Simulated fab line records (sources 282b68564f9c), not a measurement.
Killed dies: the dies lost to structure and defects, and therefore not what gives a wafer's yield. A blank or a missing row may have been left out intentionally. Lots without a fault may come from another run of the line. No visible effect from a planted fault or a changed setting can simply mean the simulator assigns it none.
fab line records	flow ritCmos
record: lots: 14	wafers: 42	lastDay: 8
route steps=202 shown PRETRO@69
lots with no fault: from the same line, run without faults
startH: start of the lot's first displayed wafer, in hours after the record's first day	waitH: time in hours since the lot's previous step	" the same as in the row above	L1.1+2: a row that stands for several wafers	- no value, or no start given	* or withheld: withheld	< > ~ a bound
route shown NAME@n: names a module that has steps shown in the file, with the first one's number in the route	usual: mean and standard deviation over wafers with no fault	same: alike in all rows	chamber/n: place in a boat	sites: per-site readings	_std_site: how widely they spread, as a standard deviation	_edge_site: mean of outer sites minus mean of inner sites	radiusMm: how far each site lies from the wafer's centre	mask NAME#n: copy n	behind: the last tool/chamber to shape the wafer	hold: why the lot was held/for how many hours/how that ended	device: the transistor (n, p or np) that didn't switch	end of line: tests of these same wafers at the route's end	step lacking rows: just its recipe	killed: dies lost to structure and defects at the first sort, not the wafer's yield	map: dies across one wafer; x = killed, . = not, _ = none there
set.NAME: the setting as run; set.NAME@STEP: as run at that earlier step	model.NAME: the simulator's own value behind a step, which no gauge read
a sample of lots followed through the steps of the route, with each step as a table and each wafer as a row
== steps ==
step: RIT_PRETRO_DEVELOP_05
recipe: resist: NOVOLAK	developTimeS: 68	devTempC: 23
usual: chillPlateTempC: 23.00/0.11	developTimeS: 68/0
lot.wafer	tool	chamber	startH	waitH	chillPlateTempC	developTimeS
L261.4	lithoTrack-04	0	40	-	22.83	68
L261.5	"	0	"	"	23.00	68
L261.6	"	0	"	"	22.94	68
L264.2	lithoTrack-02	0	55	-	23.08	68
L264.4	"	0	"	"	23.14	68
L264.6	"	0	"	"	23.12	68
L265.1	lithoTrack-03	0	61	-	22.95	68
L265.3	"	0	"	"	22.86	68
L265.4	"	0	"	"	22.83	68
L268.2	lithoTrack-02	-	79	-	-	-
L268.3	"	-	"	"	-	-
L268.6	"	-	"	"	-	-
L269.2	lithoTrack-04	-	84	-	-	-
L269.4	"	-	"	"	-	-
L269.5	"	-	"	"	-	-
L274.1	lithoTrack-02	0	105	-	23.03	68
L274.4	"	0	"	"	23.06	68
L274.6	"	0	"	"	23.12	68
L275.4	lithoTrack-03	0	110	-	23.02	68
L275.5	"	0	"	"	23.04	68
L275.6	"	0	"	"	23.24	68
L276.1	lithoTrack-03	0	116	-	22.92	68
L276.2	"	0	"	"	23.12	68
L276.4	"	0	"	"	22.89	68
L277.1	lithoTrack-04	0	120	-	22.85	68
L277.2	"	0	"	"	23.02	68
L277.6	"	0	"	"	22.89	68
L278.1	lithoTrack-04	0	123	-	23.01	68
L278.2	"	0	"	"	22.83	68
L278.6	"	0	"	"	22.85	68
L280.1	lithoTrack-02	0	133	-	23.10	68
L280.3	"	0	"	"	22.99	68
L280.6	"	0	134	-	23.23	68
L281.3	lithoTrack-02	0	139	-	22.98	68
L281.5	"	0	"	"	22.92	68
L281.6	"	0	"	"	22.95	68
L282.1	lithoTrack-02	0	144	-	22.91	68
L282.2	"	0	"	"	22.86	68
L282.4	"	0	"	"	22.89	68
L283.1	lithoTrack-04	0	149	-	23.16	68
L283.2	"	0	"	"	23.07	68
L283.3	"	0	"	"	22.98	68
== key ==
firstSign: step: RIT_PRETRO_DEVELOP_05	reading: toolRecord	direction: missing
effect none on later readings
metAt RIT_PRETRO_DEVELOP_05
struckLots L268,L269
sortLeftOut L268.2,L268.3,L268.6,L269.2,L269.4,L269.5
testerLeftOut L268,L269
onsetBetween 55 79
fault: kind: skippedStepWhole	tool: lithoTrack-02,lithoTrack-04	chamber: -	onsetH: 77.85	steps: RIT_PRETRO_DEVELOP_05	scope: struckLotsOnly
testerLeftOut: of these lots the tester's yield and bins aren't shown, on N5 and GAA mostly nor the transistor test; their killed dies are dies lost to structure and defects alone, not to doping, threshold or leakage, so they don't give the yield
sortLeftOut: the simulated sort isn't trusted on such a fault, so these wafers' sort isn't shown, and their yield isn't known
